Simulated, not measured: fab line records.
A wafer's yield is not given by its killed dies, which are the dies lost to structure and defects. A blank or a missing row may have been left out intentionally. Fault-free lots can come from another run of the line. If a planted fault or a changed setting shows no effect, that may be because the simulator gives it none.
A lot that was struck, set against a sound lot -- flow rit cmos -- 22 out of 202 route steps
Sound: these wafers, L678.1, L678.4, L678.5. Wafers struck: L687.1, L687.4, L687.5. At the end, the cause is stated.
At each step with rows: each side's tool, then ch and its chambers, then its first start. Under that, the readings that differ: sound wafers -- struck wafers -- difference of the means -- sigmas: that difference in standard deviations of wafers without a fault.
alike: readings with means less than 2 such deviations apart, plus words and numbers identical on both sides. not compared: withheld readings, readings lacking a value on some wafer, bounds such as >300 that could conceal the same value, and numbers that have no deviation in the record and whose values overlap.
The two part at a step that has a row with sigmas, a row that says differs or no value, or rows on one side only. Non-overlapping numbers with no deviation appear without sigmas and do not part them. A reading that every wafer of one side lacks parts them only if that side has two wafers or more.

first, 2 steps without rows for these wafers: RIT_NSD_HARDBAKE_07 (time 60 s); RIT_NSD_IMPLANT_08.
RIT_NSD_STRIP_09: strips in O2, time 180 s.
  sound on plasma asher-01 ch 1, day 4 03:55; struck on plasma asher-02 ch 0,1, day 5 21:35
  alike: drypump motor current A
  not compared: rf hours counter h
RIT_NSD_TW_MEAS_10:
  sound: film metro-04 at day 4 04:05; struck: film metro-01 at day 5 21:46
  alike: NSD_TW
then, 6 steps without rows for these wafers: RIT_PSD_HMDS_00 (prime time 60 s); RIT_PSD_COAT_01 (resist thk 1000 nm); RIT_PSD_SOFTBAKE_02 (time 60 s); RIT_PSD_EXPOSE_03 (exposes mask M10, target cd 40900 nm); RIT_PSD_PEB_04; RIT_PSD_DEVELOP_05 (develop time 50 s).
RIT_PSD_OVL_MEAS_06:
  sound: overlay-01 at day 4 05:00; struck: overlay-02 at day 5 22:53
  alike: PSD_OVL
then, 1 step without rows for these wafers: RIT_PSD_HARDBAKE_07 (time 60 s).
RIT_PSD_IMPLANT_08:
  sound on implanter-03 ch 0, day 4 05:11; struck on implanter-01 ch 0, day 5 23:05
reading,sound,struck,difference,sigmas
beam energy keV,27.016 27.000 27.013,25.163 25.151 25.171,-1.848,-99 or more
model.implant.rp nm (nm),22.19 22.19 22.19,20.48 20.48 20.48,-1.71,
model.implant.drp nm (nm),12.05 12.05 12.05,11.46 11.46 11.46,-0.59,
  alike: dose ions cm2
RIT_PSD_STRIP_09: strips in O2, time 180 s.
  sound on plasma asher-01 ch 0,1, day 4 05:20; struck on plasma asher-03 ch 0,1, day 5 23:14
  alike: drypump motor current A
  not compared: rf hours counter h
RIT_PSD_TW_MEAS_10:
  sound: film metro-01 at day 4 05:31; struck: film metro-01 at day 5 23:24
reading,sound,struck,difference,sigmas
PSD_TW,3433 3462 3424,3365 3339 3362,-84,-4
then, 3 steps without rows for these wafers: RIT_SDANNEAL_CLEAN_00 (cleans in SC1, time 600 s); RIT_SDANNEAL_CLEAN_01 (cleans in dHF, time 30 s); RIT_SDANNEAL_CLEAN_02 (cleans in SC2, time 600 s).
RIT_SDANNEAL_RTA_03: time 5 s.
  sound on rtp anneal-01 ch 0, day 4 05:56; struck on rtp anneal-02 ch 0, day 5 23:52
reading,sound,struck,difference,sigmas
wafer_temp_C_max,1056.6 1056.5 1054.7,1054.6 1052.6 1052.0,-2.9,-3
RIT_SDANNEAL_RS_MEAS_04: uses a four-point probe to measure.
  sound: film metro-04 at day 4 06:00; struck: film metro-04 at day 6 00:17
reading,sound,struck,difference,sigmas
PSD_RS (ohm/sq),116.1 115.9 116.0,120.1 120.5 120.3,+4.3,+13
  not compared: hold
RIT_SDANNEAL_RS_MEAS_05: uses a four-point probe to measure.
  sound: film metro-04 at day 4 06:07; struck: film metro-04 at day 6 02:01
reading,sound,struck,difference,sigmas
hold,- - -,await dispo/1.6h/release await dispo/1.6h/release await dispo/1.6h/release,no value on the sound wafers,
  alike: NSD_RS
RIT_M1_PROBE_99:
  sound: prober-02 at day 4 13:25; struck: prober-01 at day 6 10:19
reading,sound,struck,difference,sigmas
killed open,2 2 2,7 4 7,+4,+2
  alike: killed at contacts, killed at front end, killed dies, killed short

== WHERE THEY PART ==
Last at RIT_M1_PROBE_99 as far as this record goes, first at RIT_PSD_IMPLANT_08.

WHY: whatever the simulator had introduced
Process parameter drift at RIT_PSD_IMPLANT_08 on implanter-01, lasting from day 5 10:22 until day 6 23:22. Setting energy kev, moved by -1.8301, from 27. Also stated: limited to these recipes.
